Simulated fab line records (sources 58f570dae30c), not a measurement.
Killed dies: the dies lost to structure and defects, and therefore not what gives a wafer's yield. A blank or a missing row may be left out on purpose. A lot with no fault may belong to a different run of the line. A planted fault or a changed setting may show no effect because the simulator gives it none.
Lot-split experiment / flow berkeley cmos170 / 23 wafers read across 5 lots, on a route 331 steps long

== ON THE SPLIT ==
At UCB170_ACTIVE_EXPOSE_10 (exposes mask ACTIVE, target cd 1200 nm), the setting dose mj was moved away from the recipe's 20 on 9 of the 23 wafers read, by -5.5% to +7.5%. This setting was run at the recipe's value on the other wafers.

== FROM THE SPLIT TO THE READING: what the file shows between them, 5 steps ==
- UCB170_ACTIVE_PEB_11
- UCB170_ACTIVE_DEVELOP_12: develop time 45 s
- UCB170_ACTIVE_CD_MEAS_13: target cd 1200 nm
- UCB170_ACTIVE_ETCH_15: etches Si3N4 in CH3F/Ar/O2, stops on SiO2, target depth 242 nm, time 151 s
- UCB170_ACTIVE_STRIP_16: strips in O2

== THE READING ==
cd nm at UCB170_ACTIVE_CD_MEAS_90, given in nm (cd target 1200 nm). Typical for fault-free wafers on this fab line: 1199.4 nm, with standard deviation 1.7 nm.

wafer=L074.1; tool, chamber at the split=krf scanner-01, 0; dose mj as run=21.49; against the recipe=+7.5%; cd nm, nm=1188.3; against lot-mates on the recipe=-11.2
wafer=L074.2; tool, chamber at the split=krf scanner-01, 0; dose mj as run=20; against the recipe=recipe; cd nm, nm=1199.5; against lot-mates on the recipe=-
wafer=L074.4; tool, chamber at the split=krf scanner-01, 0; dose mj as run=20; against the recipe=recipe; cd nm, nm=1199.0; against lot-mates on the recipe=-
wafer=L074.5; tool, chamber at the split=krf scanner-01, 0; dose mj as run=21.49; against the recipe=+7.5%; cd nm, nm=1186.8; against lot-mates on the recipe=-12.7
wafer=L074.6; tool, chamber at the split=krf scanner-01, 0; dose mj as run=20; against the recipe=recipe; cd nm, nm=1200.1; against lot-mates on the recipe=-
wafer=L075.1; tool, chamber at the split=krf scanner-01, 0; dose mj as run=18.89; against the recipe=-5.5%; cd nm, nm=1210.2; against lot-mates on the recipe=+10.8
wafer=L075.2; tool, chamber at the split=krf scanner-01, 0; dose mj as run=18.89; against the recipe=-5.5%; cd nm, nm=1208.7; against lot-mates on the recipe=+9.3
wafer=L075.4; tool, chamber at the split=krf scanner-01, 0; dose mj as run=20; against the recipe=recipe; cd nm, nm=1198.7; against lot-mates on the recipe=-
wafer=L075.5; tool, chamber at the split=krf scanner-01, 0; dose mj as run=18.89; against the recipe=-5.5%; cd nm, nm=1208.2; against lot-mates on the recipe=+8.8
wafer=L075.6; tool, chamber at the split=krf scanner-01, 0; dose mj as run=20; against the recipe=recipe; cd nm, nm=1200.1; against lot-mates on the recipe=-
wafer=L076.1; tool, chamber at the split=krf scanner-01, 0; dose mj as run=21.08; against the recipe=+5.4%; cd nm, nm=1188.7; against lot-mates on the recipe=-9.5
wafer=L076.2; tool, chamber at the split=krf scanner-01, 0; dose mj as run=20; against the recipe=recipe; cd nm, nm=1198.3; against lot-mates on the recipe=-
wafer=L076.3; tool, chamber at the split=krf scanner-01, 0; dose mj as run=20; against the recipe=recipe; cd nm, nm=1197.8; against lot-mates on the recipe=-
wafer=L076.4; tool, chamber at the split=krf scanner-01, 0; dose mj as run=20; against the recipe=recipe; cd nm, nm=1198.6; against lot-mates on the recipe=-
wafer=L076.6; tool, chamber at the split=krf scanner-01, 0; dose mj as run=21.08; against the recipe=+5.4%; cd nm, nm=1188.8; against lot-mates on the recipe=-9.4
wafer=L077.2; tool, chamber at the split=krf scanner-02, 0; dose mj as run=20; against the recipe=recipe; cd nm, nm=1200.4; against lot-mates on the recipe=-
wafer=L077.4; tool, chamber at the split=krf scanner-02, 0; dose mj as run=20; against the recipe=recipe; cd nm, nm=1198.8; against lot-mates on the recipe=-
wafer=L077.6; tool, chamber at the split=krf scanner-02, 0; dose mj as run=20; against the recipe=recipe; cd nm, nm=1199.3; against lot-mates on the recipe=-
wafer=L078.2; tool, chamber at the split=krf scanner-02, 0; dose mj as run=20; against the recipe=recipe; cd nm, nm=1200.6; against lot-mates on the recipe=-
wafer=L078.3; tool, chamber at the split=krf scanner-02, 0; dose mj as run=21.04; against the recipe=+5.2%; cd nm, nm=1192.3; against lot-mates on the recipe=-8.9
wafer=L078.4; tool, chamber at the split=krf scanner-02, 0; dose mj as run=20; against the recipe=recipe; cd nm, nm=1200.3; against lot-mates on the recipe=-
wafer=L078.5; tool, chamber at the split=krf scanner-02, 0; dose mj as run=20; against the recipe=recipe; cd nm, nm=1202.7; against lot-mates on the recipe=-
wafer=L078.6; tool, chamber at the split=krf scanner-02, 0; dose mj as run=21.04; against the recipe=+5.2%; cd nm, nm=1191.3; against lot-mates on the recipe=-9.9

FIT RESULTS
A straight line over all 23 wafers: cd nm changes by -1.69 nm for each +1% of dose mj; r = -0.98; the points scatter about the line by 1.2 nm.
The same after taking each lot's own level away (the mean of its wafers on the recipe; 23 wafers): -1.71 nm for each +1%; r = -0.99; scatter 0.77 nm.
According to that fit, moving dose mj by its largest amount changes the reading by 13 nm.
Across the lots, their own levels run from 1198.23 to 1201.20 nm, a range of 1.7 times the standard deviation given above.
Hence the lot-to-lot level has little effect on the slope; both slopes agree.
Check: for one of the wafers moved furthest among these (+7.5%), held out of the fit, the line's prediction against its lot-mates is -13.1 nm. Against them it came out at -11.2 nm.

== OTHER SPLITS ON THESE WAFERS ==
Other splits were also applied to these wafers ahead of the reading. Each is held against what the fit with the lots' levels taken away leaves over:
other split on the same wafers=UCB170_ZERO_COAT_01 spin rpm; wafers away from the commonest value=7; r with cd nm (lot level and that fit taken away)=+0.03
other split on the same wafers=UCB170_ZERO_DEVELOP_05 develop time s; wafers away from the commonest value=7; r with cd nm (lot level and that fit taken away)=-0.17

== THE WHOLE CHAIN: every reading that the file lists as answering this split, in the file's order ==
step=UCB170_ACTIVE_CD_MEAS_13; what it does=target cd 1200 nm; reading=cd nm; change (the file's fit)=-1.74 nm for each +1% of the setting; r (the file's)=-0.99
step=UCB170_ACTIVE_ETCH_15; what it does=etches Si3N4 in CH3F/Ar/O2, stops on SiO2, target depth 242 nm, time 151 s; reading=ACTIVE.cd nm (the simulator's own value, which no gauge read); change (the file's fit)=-1.73 nm for each +1% of the setting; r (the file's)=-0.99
step=UCB170_ACTIVE_CD_MEAS_90; what it does=target cd 1200 nm; reading=cd nm; change (the file's fit)=-1.7 nm for each +1% of the setting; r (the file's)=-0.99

== THE FILE'S OWN FIT ==
cd nm changes by -1.7 nm for each +1% of dose mj, r = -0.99.
